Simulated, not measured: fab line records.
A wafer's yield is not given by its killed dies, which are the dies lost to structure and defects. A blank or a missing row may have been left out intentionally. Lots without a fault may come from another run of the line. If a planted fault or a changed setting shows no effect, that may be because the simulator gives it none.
8D (eight disciplines) problem report, filled in by code | flow berkeleyCmos170 | the parts of the form that need people (team, actions taken, sign-off) are left out

1. THE PROBLEM
At UCB170_NLDD_STRIP_10, stripTimeToEndpointS averages 20.93 s over 6 wafers from 2 lots, while fault-free wafers read 21.63 s, standard deviation 0.066. Measured from the usual mean, that is -11 standard deviations.
The step: strips in O2.
First seen on wafer L273.1, day 7 23:07, on plasmaAsher-03. The record holds 42 wafers of 14 lots with a number at this step. Rule for "out", or "out of limits": more than 4 standard deviations from the usual mean. Any other wafer with a number is counted as sound.

2. WHAT THIS IS AND IS NOT
question                    | is                             | is not
which readings at this step | stripTimeToEndpointS           | drypumpMotorCurrentA, oesProductAu
which lots                  | L272, L273                     | L265, L266, L267, L268, L274, L275, L277, L278, L280, L281, L285, L288
which wafers of those lots  | all that have a number         | -
read on which tools         | plasmaAsher-01, plasmaAsher-03 | plasmaAsher-04
when                        | from day 7 23:07               | up to then (12 sound wafers); but 24 sound wafers of L274, L275, L277, L278, L280, L281, L285, L288 came after

3. THE SUSPECTS, EACH WITH WHAT RULES IT OUT
Counting: any tool at a process step up to the reading is kept as a suspect provided that every lot that is out went through it and no sound lot did after the first of them.
- lithoTrack-04 at UCB170_NLDD_COAT_01 (resist thk 900 nm): kept. All lots that are out passed through it, beginning with L273 at day 7 21:48, and no sound lot followed; its final sound lot before that point was L265 at day 6 09:46.
The count leaves lithoTrack-04 at UCB170_NLDD_COAT_01.

4. THE CAUSE (what the simulator had put in)
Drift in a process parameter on lithoTrack-04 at UCB170_NLDD_COAT_01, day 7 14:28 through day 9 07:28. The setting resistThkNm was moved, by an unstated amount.
The count eliminated every tool but this one.

5. THE CHAIN OF EFFECTS, in route order
Rows list readings where the struck wafers' mean (over those with a number) sits beyond 3 standard deviations from the usual. Readings are gone through only where the record gives a usual standard deviation; hours: the median, over the lots, of the time from a lot's start at the first step in this table giving one to that lot's start at this step; sigmas: the change measured in usual standard deviations.
hours | step                 | reading              | usual   | on struck wafers | change | sigmas
0     | UCB170_NLDD_STRIP_10 | stripTimeToEndpointS | 21.63 s | 20.93            | -0.70  | -11
The process steps in it:
- UCB170_NLDD_STRIP_10: strips in O2.

6. WHAT WOULD HAVE CAUGHT IT SOONER
9 hours passed between the start of the fault at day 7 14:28 and the first reading out of limits in this record, taken at day 7 23:07.
No tool reading at UCB170_NLDD_COAT_01 that has a usual standard deviation in the record was out on any struck wafer, so an alarm limit of 4 standard deviations on those readings would not have fired.
By day 7 23:07 the whole set of lots that are out, 2 in number, had already begun UCB170_NLDD_COAT_01 on lithoTrack-04. Holding the tool at that point would not have protected any of them.
